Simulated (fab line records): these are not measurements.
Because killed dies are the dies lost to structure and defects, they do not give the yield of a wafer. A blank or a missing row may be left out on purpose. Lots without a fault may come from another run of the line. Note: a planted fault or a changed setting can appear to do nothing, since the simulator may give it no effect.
2 desks, one fault | flow berkeley-cmos170 | every desk sees just its own numbers, and what lay behind them comes last

== AT THE TOOL OWNER'S DESK: pecvd-02 ==
The tool's own readings at UCB170_V1_CVD_00 (deposits SiO2 from TEOS/O2, target thk 2000 nm, time 250 s): means of the sampled wafers that have a number, for each lot that ran on this tool. Any lot whose mean is over 4 standard deviations away from the usual mean is out of limits and marked OUT; that distance is given in the brackets.
Columns: A = heater-power-w at UCB170_V1_CVD_00, usual 249 W; B = rf-fwd-power-W at UCB170_V1_CVD_00, usual 548.5 W
lot  | first seen here | A   | B
L620 | day 9 00:26     | 244 | 622.6 (+44) OUT
This desk's verdict: out of limits on L620, starting with L620 at day 9 00:26 (rf-fwd-power-W at UCB170_V1_CVD_00). In limits: none.

== THE METROLOGY DESK ==
What the gauges read for every lot (on any tool): the sampled wafers with a number, averaged. Any lot whose mean is over 4 standard deviations away from the usual mean is out of limits and marked OUT; that distance is given in the brackets.
Columns: A = CONTACT_OVL at UCB170_CONTACT_OVL_MEAS_16, usual -2 nm; B = V1_TEOS_THK at UCB170_V1_THK_MEAS_01, usual 2002 nm; C = cd-nm at UCB170_V1_CD_MEAS_12, usual 700.2 nm
lot  | first seen here | A  | B    | C
L611 | day 6 13:55     | -5 | 1999 | 700.0
L612 | day 7 00:59     | -6 | 2006 | 702.1
L616 | day 8 03:12     | 2  | 2001 | 701.2
L618 | day 8 03:46     | -3 | 2023 | 699.4
L620 | day 8 16:01     | 0  | 2058 | 698.9
L623 | day 9 17:49     | -1 | 2004 | 700.3
L625 | day 10 01:39    | -4 | 2003 | 698.6
L626 | day 10 12:29    | 0  | 1983 | 698.3
L629 | day 11 06:08    | 4  | 2001 | 701.2
L630 | day 11 06:37    | 1  | 1997 | 702.9
L632 | day 11 06:56    | -6 | 2005 | 700.2
L633 | day 11 21:25    | 1  | 2020 | 698.5
L634 | day 11 22:33    | -3 | 2000 | 701.3
Result from this desk: across the 13 lots, nothing is out of limits.

== PUT TOGETHER ==
The tool owner's desk could have raised an alarm at day 9 00:26, on L620.
Metrology desk: nothing out of limits seen.
The metrology desk has L620 on record, within its limits.
The lots listed all ran UCB170_V1_CVD_00 on pecvd-02.

== WHAT THE SIMULATOR HAD INSERTED ==
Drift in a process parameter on pecvd-02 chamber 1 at UCB170_V1_CVD_00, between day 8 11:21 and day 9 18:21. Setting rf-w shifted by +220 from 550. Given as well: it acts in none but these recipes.
Shown lots that were struck: L620.
Time in hours from fault onset to the first out-of-limits reading at each desk: the tool owner's desk, 13.
